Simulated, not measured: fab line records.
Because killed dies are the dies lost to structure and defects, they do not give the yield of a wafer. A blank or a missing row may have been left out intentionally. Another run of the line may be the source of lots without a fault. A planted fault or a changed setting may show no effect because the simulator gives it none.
The tool behind it: which one?    flow ritCmos    6 lots, 18 wafers sampled, at 1 step of a route of 202

## WHAT THE GAUGES SHOWED, per wafer
RIT_NRETRO_OVL_MEAS_06.
lot   measured     on          NRETRO_OVL (nm)
L315  day 2 11:55  overlay-01  -0.4 1.2 0.5
L317  day 2 22:48  overlay-01  -3.3 -2.7 -3.9
L320  day 3 12:28  overlay-02  0.1 1.4 1.5
L327  day 4 23:49  overlay-01  -1.8 -2.8 -2.8
L332  day 6 00:07  overlay-02  1.1 0.1 -0.9
L334  day 6 11:10  overlay-02  -0.4 -2.5 0.2

## EACH LOT AND THE TOOL THAT RAN IT (in order: tool; ch and the chambers of the sampled wafers; start)
There is no process step in the record ahead of these readings.

## THE ANSWER, worked out from the rows above alone
Rule: what is usual is taken from the lots themselves. Put in order of their means at a reading, lots are off if they are a third of the lots or fewer, leave a main group of 4 or more, and stand apart from it by a gap of 3 or more times the standard deviation of the main group's means; of several such gaps the widest counts. A main group whose means are all the same, to the digits that the tables above print for the reading, isn't used. A lot without any number at a reading at which 4 lots or more have one is off too. Any other lot the step has rows for is counted as sound.
Across all readings shown, no lot is off: no conclusion can be drawn from this.

## WHAT WAS PUT IN BY THE SIMULATOR
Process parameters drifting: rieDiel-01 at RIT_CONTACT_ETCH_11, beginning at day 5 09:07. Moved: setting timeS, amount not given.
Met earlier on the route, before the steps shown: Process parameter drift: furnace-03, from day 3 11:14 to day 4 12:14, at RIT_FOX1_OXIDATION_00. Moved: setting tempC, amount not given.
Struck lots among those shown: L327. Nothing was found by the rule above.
